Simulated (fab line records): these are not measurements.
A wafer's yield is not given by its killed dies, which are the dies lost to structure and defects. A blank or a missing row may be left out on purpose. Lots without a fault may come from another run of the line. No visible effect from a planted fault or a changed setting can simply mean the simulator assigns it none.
Which tool did it? ; flow berkeley_cmos170 ; 14 lots with 42 wafers sampled at 4 steps, on a route of 331 steps

== WHAT THE GAUGES SHOWED, per wafer ==
UCB170_PVT_OVL_MEAS_06.
lot;measured;on;PVT_OVL (nm)
L511;day 6 06:54;overlay-02;-1 7 -1
L515;day 6 23:38;overlay-02;-4 -1 -1
L512;day 7 00:22;overlay-01;2 4 3
L517;day 7 13:09;overlay-02;6 4 1
L518;day 7 19:01;overlay-01;4 8 6
L520;day 8 13:17;overlay-02;7 3 8
L523;day 8 20:06;overlay-02;-1 -2 -2
L522;day 8 20:23;overlay-01;-7 2 -5
L524;day 8 20:31;overlay-02;-1 0 -5
L527;day 9 18:58;overlay-02;-7 -4 -6
L529;day 10 00:06;overlay-01;-11 -11 -10
L534;day 11 03:52;overlay-02;-1 0 2
L532;day 11 03:58;overlay-02;4 9 3
L533;day 11 04:10;overlay-01;3 5 5

UCB170_GATE_THK_MEAS_02.
lot;measured;on;GATE_OXIDE_THK (nm)
L511;day 6 13:59;film_metro-01;6.47 6.42 6.39
L515;day 7 04:16;film_metro-04;6.67 6.47 6.42
L512;day 7 04:16;film_metro-02;6.66 6.80 6.68
L517;day 7 18:59;film_metro-01;6.75 6.70 6.92
L518;day 8 01:56;film_metro-02;6.65 6.69 6.58
L520;day 8 19:57;film_metro-01;6.74 6.63 6.59
L523;day 9 04:00;film_metro-04;6.61 6.53 6.65
L522;day 9 04:04;film_metro-04;6.91 6.75 6.76
L524;day 9 04:08;film_metro-04;6.65 6.66 6.60
L527;day 9 23:11;film_metro-01;6.74 6.67 6.70
L529;day 10 04:22;film_metro-02;6.43 6.40 6.40
L534;day 11 08:32;film_metro-04;6.63 6.67 6.67
L532;day 11 08:32;film_metro-01;6.62 6.65 6.61
L533;day 11 08:37;film_metro-04;6.60 6.51 6.53

UCB170_PLDD_TW_MEAS_11.
lot;measured;on;PLDD_TW
L511;day 7 01:16;film_metro-03;1013 1014 1011
L515;day 7 15:10;film_metro-03;1015 1010 1015
L512;day 7 14:53;film_metro-03;1011 1007 1013
L517;day 8 05:41;film_metro-01;1011 1010 1011
L518;day 8 14:25;film_metro-02;1015 1015 1008
L520;day 9 08:27;film_metro-02;1018 1016 1019
L523;day 9 23:14;film_metro-02;1018 1014 1010
L522;day 9 22:42;film_metro-02;1013 1022 1020
L524;day 9 22:59;film_metro-01;1012 1013 1015
L527;day 10 08:27;film_metro-01;1012 1013 1012
L529;day 10 15:27;film_metro-01;1009 1013 1014
L534;day 11 18:46;film_metro-01;1016 1012 1013
L532;day 11 19:15;film_metro-02;1012 1007 1000
L533;day 11 19:02;film_metro-01;1020 1016 1016

== WHICH TOOL RAN EACH LOT (tool, then ch and the chambers of the sampled wafers, then the start) ==
lot;UCB170_GATE_CLEAN_17
L511;wet_bench-02 ch 2, day 6 22:58
L515;wet_bench-03 ch 3, day 7 13:07
L512;wet_bench-03 ch 0, day 7 12:46
L517;wet_bench-03 ch 0, day 8 03:56
L518;wet_bench-01 ch 0, day 8 11:59
L520;wet_bench-02 ch 0, day 9 06:51
L523;wet_bench-03 ch 3, day 9 20:44
L522;wet_bench-03 ch 3, day 9 20:44
L524;wet_bench-03 ch 0, day 9 20:44
L527;wet_bench-02 ch 3, day 10 06:23
L529;wet_bench-02 ch 0, day 10 13:16
L534;wet_bench-03 ch 0, day 11 16:47
L532;wet_bench-02 ch 0, day 11 17:23
L533;wet_bench-03 ch 3, day 11 17:10
- UCB170_GATE_CLEAN_17: cleans in SPM, time 600 s.

== WHAT THE TOOLS THEMSELVES READ (means of the sampled wafers that have a number; where no wafer has one, the mark that the record gives instead) ==
UCB170_GATE_CLEAN_17.
lot;tool;bath_guard_temp_C (C);bath_heat_duty_pct (%)
L511;wet_bench-02;120.5;11.3
L515;wet_bench-03;120.3;14.1
L512;wet_bench-03;119.5;16.1
L517;wet_bench-03;119.4;16.6
L518;wet_bench-01;120.6;13.3
L520;wet_bench-02;119.7;13.1
L523;wet_bench-03;120.1;13.8
L522;wet_bench-03;120.2;13.5
L524;wet_bench-03;119.2;16.8
L527;wet_bench-02;-;-
L529;wet_bench-02;-;-
L534;wet_bench-03;119.3;16.1
L532;wet_bench-02;119.8;12.9
L533;wet_bench-03;120.4;12.8

== THE ANSWER, worked out from the rows above alone ==
Rule: usual is defined by the lots themselves. Put in order of their means at a reading, lots are off if they are a third of the lots or fewer, leave a main group of 4 or more, and stand apart from it by a gap of 3 or more times the standard deviation of the main group's means; of several such gaps the widest counts. Not used: any main group whose means are identical at the precision the tables above print for the reading. A lot without any number at a reading at which 4 lots or more have one is off too. Any other lot the step has rows for is counted as sound. Order of review: gauges by route order, followed by the tools' own readings, for which a lot's mean as printed above is used. The first step at which some lot is off is used, and at that step the reading that is off furthest; a lot without a number counts as furthest.
Off: L527, L529, at UCB170_GATE_CLEAN_17 (bath_guard_temp_C). Without a number there: L527, L529. Main group: mean 119.9 C, sd 0.47.
A tool fits if, at that step or a process step before it, it ran every lot that is off, and no sound lot after the first of them. Not one of the candidates tried fits.

== WHAT HAD BEEN PUT IN BY THE SIMULATOR ==
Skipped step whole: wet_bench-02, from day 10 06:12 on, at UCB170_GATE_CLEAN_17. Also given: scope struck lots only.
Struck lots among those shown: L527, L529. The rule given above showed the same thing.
